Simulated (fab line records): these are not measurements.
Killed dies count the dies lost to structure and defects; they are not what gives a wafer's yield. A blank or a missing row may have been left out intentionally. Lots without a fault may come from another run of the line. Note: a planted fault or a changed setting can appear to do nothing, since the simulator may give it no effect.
Which tool was responsible?    flow ritCmos    21 wafers from 7 lots sampled at 2 of the route's 202 steps

WHAT THE GAUGES SHOWED, per wafer
RIT_WELLDRIVE_RS_MEAS_01: uses a four-point probe to measure.
lot   measured     on            NWELL_RS (ohm/sq)
L702  day 2 10:23  filmMetro-01  274.1 273.9 273.8
L705  day 3 01:41  filmMetro-03  274.9 275.0 274.9
L707  day 3 11:31  filmMetro-03  275.0 274.0 274.8
L716  day 5 13:04  filmMetro-04  271.2 271.4 271.2 271.3 271.6 270.6
L718  day 5 18:43  filmMetro-03  276.1 276.4 275.7
L720  day 6 04:59  filmMetro-04  275.1 275.2 275.5
L723  day 6 20:20  filmMetro-04  275.1 274.5 274.8

EACH LOT AND THE TOOL THAT RAN IT (in order: tool; ch and the chambers of the sampled wafers; start)
lot   RIT_NWELL_IMPLANT_08
L702  implanter-03 ch 0, day 2 02:32
L705  implanter-03 ch 0, day 2 18:02
L707  implanter-02 ch 0, day 3 04:14
L716  implanter-02 ch 0, day 5 01:02
L718  implanter-04 ch 0, day 5 11:15
L720  implanter-04 ch 0, day 5 21:20
L723  implanter-04 ch 0, day 6 12:54
- RIT_NWELL_IMPLANT_08

THE ANSWER, worked out from the rows above alone
Rule: what is usual is taken from the lots themselves. Put in order of their means at a reading, lots are off if they are a third of the lots or fewer, leave a main group of 4 or more, and stand apart from it by a gap of 3 or more times the standard deviation of the main group's means; of several such gaps the widest counts. A main group whose means are all the same, to the digits that the tables above print for the reading, isn't used. Also off: a lot with no number at a reading for which 4 or more lots have one. All remaining lots with rows at the step are treated as sound.
Off: L716, at RIT_WELLDRIVE_RS_MEAS_01 (NWELL_RS). Mean 274.9 ohm/sq and standard deviation 0.65 in the main group.
A tool fits if, at a process step before that reading, it ran every lot that is off, and no sound lot after the first of them. Those tools and the gauges at RIT_WELLDRIVE_RS_MEAS_01 are tried in the same way. One fits: implanter-02 at RIT_NWELL_IMPLANT_08. Its last sound lot is L707 (day 3 04:14), its first lot that is off L716 (day 5 01:02): a fault that began between those two fits.

WHAT HAD BEEN PUT IN BY THE SIMULATOR
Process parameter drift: implanter-02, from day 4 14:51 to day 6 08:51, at RIT_NWELL_IMPLANT_08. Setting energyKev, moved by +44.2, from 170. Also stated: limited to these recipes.
Shown lots that were struck: L716. The same result came from the rule above.
